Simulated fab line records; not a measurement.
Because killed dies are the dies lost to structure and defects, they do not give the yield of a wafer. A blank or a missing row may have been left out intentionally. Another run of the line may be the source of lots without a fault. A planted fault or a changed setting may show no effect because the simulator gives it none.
Which tool did it? :: flow rit cmos :: 13 lots with 39 wafers sampled at 2 steps, on a route of 202 steps

## WHAT EACH GAUGE READ, for each wafer
No reading from a measuring or inspecting step in the record can be judged against a usual standard deviation.

## WHICH TOOL RAN EACH LOT (tool, then ch and the chambers of the sampled wafers, then the start)
lot: L799
RIT_M1_METAL_ETCH_12: rie metal-03 ch 0,1, day 3 15:51
RIT_M1_PROBE_99: prober-02, day 3 18:11

lot: L800
RIT_M1_METAL_ETCH_12: rie metal-01 ch 0,1, day 3 16:43
RIT_M1_PROBE_99: prober-01, day 3 20:40

lot: L805
RIT_M1_METAL_ETCH_12: rie metal-03 ch 0,1, day 4 13:26
RIT_M1_PROBE_99: prober-02, day 4 15:44

lot: L806
RIT_M1_METAL_ETCH_12: rie metal-01 ch 0,1, day 4 17:25
RIT_M1_PROBE_99: prober-01, day 4 19:40

lot: L809
RIT_M1_METAL_ETCH_12: rie metal-01 ch 0,1, day 5 08:35
RIT_M1_PROBE_99: prober-02, day 5 10:53

lot: L811
RIT_M1_METAL_ETCH_12: rie metal-03 ch 0,1, day 5 18:31
RIT_M1_PROBE_99: prober-02, day 5 21:31

lot: L813
RIT_M1_METAL_ETCH_12: rie metal-04 ch 0,1, day 6 04:49
RIT_M1_PROBE_99: prober-02, day 6 08:08

lot: L814
RIT_M1_METAL_ETCH_12: rie metal-03 ch 0,1, day 6 09:44
RIT_M1_PROBE_99: prober-01, day 6 12:03

lot: L816
RIT_M1_METAL_ETCH_12: rie metal-03 ch 0,1, day 6 19:00
RIT_M1_PROBE_99: prober-01, day 6 21:19

lot: L818
RIT_M1_METAL_ETCH_12: rie metal-03 ch 0,1, day 7 05:50
RIT_M1_PROBE_99: prober-01, day 7 09:40

lot: L820
RIT_M1_METAL_ETCH_12: rie metal-04 ch 0,1, day 7 16:09
RIT_M1_PROBE_99: prober-01, day 7 18:24

lot: L821
RIT_M1_METAL_ETCH_12: rie metal-03 ch 0,1, day 7 20:31
RIT_M1_PROBE_99: prober-02, day 7 22:49

lot: L822
RIT_M1_METAL_ETCH_12: rie metal-01 ch 0,1, day 8 02:09
RIT_M1_PROBE_99: prober-01, day 8 05:36
- RIT_M1_METAL_ETCH_12: etches Al in Cl2/BCl3, stops on SiO2, time 165 s, target depth 600 nm.
- RIT_M1_PROBE_99

## AS READ BY THE TOOLS THEMSELVES (means over the sampled wafers that have a number; for cases with no such wafer, the mark the record gives instead)
RIT_M1_METAL_ETCH_12. Usual: chamber pressure mTorr 100.00 mTorr, standard deviation 0.088; drypump motor current A 5.6 A, standard deviation 0.56; oes product au 0.776 a.u., standard deviation 0.015; throttle valve pct 8.27 %, standard deviation 0.065.
lot: L799
tool: rie metal-03
chamber pressure mTorr (mTorr): 100.02
drypump motor current A (A): 5.9
oes product au (a.u.): 0.754
throttle valve pct (%): 8.26
flag: 

lot: L800
tool: rie metal-01
chamber pressure mTorr (mTorr): 100.02
drypump motor current A (A): 5.1
oes product au (a.u.): 0.795
throttle valve pct (%): 8.28
flag: 

lot: L805
tool: rie metal-03
chamber pressure mTorr (mTorr): 99.99
drypump motor current A (A): 5.9
oes product au (a.u.): 0.759
throttle valve pct (%): 8.25
flag: 

lot: L806
tool: rie metal-01
chamber pressure mTorr (mTorr): 106.63
drypump motor current A (A): 5.1
oes product au (a.u.): 0.780
throttle valve pct (%): 8.28
flag: OFF

lot: L809
tool: rie metal-01
chamber pressure mTorr (mTorr): 106.67
drypump motor current A (A): 5.1
oes product au (a.u.): 0.796
throttle valve pct (%): 8.28
flag: OFF

lot: L811
tool: rie metal-03
chamber pressure mTorr (mTorr): 100.03
drypump motor current A (A): 5.6
oes product au (a.u.): 0.765
throttle valve pct (%): 8.30
flag: 

lot: L813
tool: rie metal-04
chamber pressure mTorr (mTorr): 100.02
drypump motor current A (A): 5.5
oes product au (a.u.): 0.782
throttle valve pct (%): 8.22
flag: 

lot: L814
tool: rie metal-03
chamber pressure mTorr (mTorr): 100.10
drypump motor current A (A): 5.9
oes product au (a.u.): 0.759
throttle valve pct (%): 8.26
flag: 

lot: L816
tool: rie metal-03
chamber pressure mTorr (mTorr): 100.01
drypump motor current A (A): 5.9
oes product au (a.u.): 0.761
throttle valve pct (%): 8.25
flag: 

lot: L818
tool: rie metal-03
chamber pressure mTorr (mTorr): 99.97
drypump motor current A (A): 5.7
oes product au (a.u.): 0.755
throttle valve pct (%): 8.30
flag: 

lot: L820
tool: rie metal-04
chamber pressure mTorr (mTorr): 99.94
drypump motor current A (A): 5.5
oes product au (a.u.): 0.774
throttle valve pct (%): 8.22
flag: 

lot: L821
tool: rie metal-03
chamber pressure mTorr (mTorr): 100.02
drypump motor current A (A): 5.9
oes product au (a.u.): 0.760
throttle valve pct (%): 8.25
flag: 

lot: L822
tool: rie metal-01
chamber pressure mTorr (mTorr): 99.91
drypump motor current A (A): 5.7
oes product au (a.u.): 0.793
throttle valve pct (%): 8.31
flag: 

RIT_M1_PROBE_99. Usual: defect limited yield 97.5 %, standard deviation 1.2; killed at contacts 0.0, standard deviation 0.22; killed at front end 7, standard deviation 3.2; killed dies 7, standard deviation 3.2; killed open 3.2, standard deviation 2.1; killed short 3.5, standard deviation 2.2; sort_bin_3_pad_short 0.1 %, standard deviation 0.24; sort_bin_5_function 1.5 %, standard deviation 0.83; sort_bin_6_memory 1.0 %, standard deviation 0.65; sort n pass 257, standard deviation 3.2; sort yield pct 97.5 %, standard deviation 1.2.
lot: L799
tool: prober-02
defect limited yield (%): 96.2
killed at contacts: 0.0
killed at front end: 10
killed dies: 10
killed open: 6.0
killed short: 4.0
sort_bin_3_pad_short (%): 0.3
sort_bin_5_function (%): 1.9
sort_bin_6_memory (%): 1.6
sort n pass: 254
sort yield pct (%): 96.2
flag: 

lot: L800
tool: prober-01
defect limited yield (%): 98.1
killed at contacts: 0.0
killed at front end: 5
killed dies: 5
killed open: 4.0
killed short: 1.0
sort_bin_3_pad_short (%): 0.0
sort_bin_5_function (%): 0.9
sort_bin_6_memory (%): 1.0
sort n pass: 259
sort yield pct (%): 98.1
flag: 

lot: L805
tool: prober-02
defect limited yield (%): 97.7
killed at contacts: 0.0
killed at front end: 6
killed dies: 6
killed open: 2.3
killed short: 3.7
sort_bin_3_pad_short (%): 0.0
sort_bin_5_function (%): 1.4
sort_bin_6_memory (%): 0.9
sort n pass: 258
sort yield pct (%): 97.7
flag: 

lot: L806
tool: prober-01
defect limited yield (%): 98.1
killed at contacts: 0.3
killed at front end: 5
killed dies: 5
killed open: 3.0
killed short: 2.0
sort_bin_3_pad_short (%): 0.1
sort_bin_5_function (%): 1.2
sort_bin_6_memory (%): 0.7
sort n pass: 259
sort yield pct (%): 98.1
flag: 

lot: L809
tool: prober-02
defect limited yield (%): 97.6
killed at contacts: 0.0
killed at front end: 6
killed dies: 6
killed open: 3.0
killed short: 3.3
sort_bin_3_pad_short (%): 0.0
sort_bin_5_function (%): 1.3
sort_bin_6_memory (%): 1.1
sort n pass: 258
sort yield pct (%): 97.6
flag: 

lot: L811
tool: prober-02
defect limited yield (%): 98.2
killed at contacts: 0.0
killed at front end: 5
killed dies: 5
killed open: 2.3
killed short: 2.3
sort_bin_3_pad_short (%): 0.0
sort_bin_5_function (%): 1.0
sort_bin_6_memory (%): 0.8
sort n pass: 259
sort yield pct (%): 98.2
flag: 

lot: L813
tool: prober-02
defect limited yield (%): 96.0
killed at contacts: 0.3
killed at front end: 10
killed dies: 11
killed open: 6.7
killed short: 4.0
sort_bin_3_pad_short (%): 0.3
sort_bin_5_function (%): 2.3
sort_bin_6_memory (%): 1.5
sort n pass: 253
sort yield pct (%): 96.0
flag: 

lot: L814
tool: prober-01
defect limited yield (%): 97.3
killed at contacts: 0.0
killed at front end: 7
killed dies: 7
killed open: 2.3
killed short: 4.7
sort_bin_3_pad_short (%): 0.3
sort_bin_5_function (%): 1.4
sort_bin_6_memory (%): 1.0
sort n pass: 257
sort yield pct (%): 97.3
flag: 

lot: L816
tool: prober-01
defect limited yield (%): 97.2
killed at contacts: 0.3
killed at front end: 7
killed dies: 7
killed open: 3.0
killed short: 4.3
sort_bin_3_pad_short (%): 0.3
sort_bin_5_function (%): 1.8
sort_bin_6_memory (%): 0.8
sort n pass: 257
sort yield pct (%): 97.2
flag: 

lot: L818
tool: prober-01
defect limited yield (%): 97.0
killed at contacts: 0.0
killed at front end: 8
killed dies: 8
killed open: 3.3
killed short: 4.3
sort_bin_3_pad_short (%): 0.4
sort_bin_5_function (%): 1.4
sort_bin_6_memory (%): 1.3
sort n pass: 256
sort yield pct (%): 97.0
flag: 

lot: L820
tool: prober-01
defect limited yield (%): 98.2
killed at contacts: 0.0
killed at front end: 5
killed dies: 5
killed open: 3.0
killed short: 1.7
sort_bin_3_pad_short (%): 0.0
sort_bin_5_function (%): 1.3
sort_bin_6_memory (%): 0.5
sort n pass: 259
sort yield pct (%): 98.2
flag: 

lot: L821
tool: prober-02
defect limited yield (%): 98.3
killed at contacts: 0.0
killed at front end: 4
killed dies: 4
killed open: 3.0
killed short: 1.3
sort_bin_3_pad_short (%): 0.0
sort_bin_5_function (%): 1.3
sort_bin_6_memory (%): 0.4
sort n pass: 260
sort yield pct (%): 98.3
flag: 

lot: L822
tool: prober-01
defect limited yield (%): 97.2
killed at contacts: 0.0
killed at front end: 7
killed dies: 7
killed open: 2.7
killed short: 4.3
sort_bin_3_pad_short (%): 0.0
sort_bin_5_function (%): 1.8
sort_bin_6_memory (%): 1.0
sort n pass: 257
sort yield pct (%): 97.2
flag: 

## THE ANSWER, worked out from the rows above alone
Rule: take the mean of a lot's wafers that have a number; if it is more than 3 standard deviations from the usual mean, the lot is off. A lot without any number at a reading at which 4 lots or more have one is off too. Where the step has rows for the other lots, those lots are counted as sound. After the gauges, taken in route order, come the tools' own readings; for these a lot's mean is taken, as printed above. The first step at which some lot is off is used, and at that step the reading that is off furthest; a lot without a number counts as furthest.
Off at RIT_M1_METAL_ETCH_12 (chamber pressure mTorr): L806, L809.
A tool fits if, at that step or a process step before it, it ran every lot that is off, and no sound lot after the first of them. Not one of the candidates tried fits.

## WHAT THE SIMULATOR HAD INSERTED
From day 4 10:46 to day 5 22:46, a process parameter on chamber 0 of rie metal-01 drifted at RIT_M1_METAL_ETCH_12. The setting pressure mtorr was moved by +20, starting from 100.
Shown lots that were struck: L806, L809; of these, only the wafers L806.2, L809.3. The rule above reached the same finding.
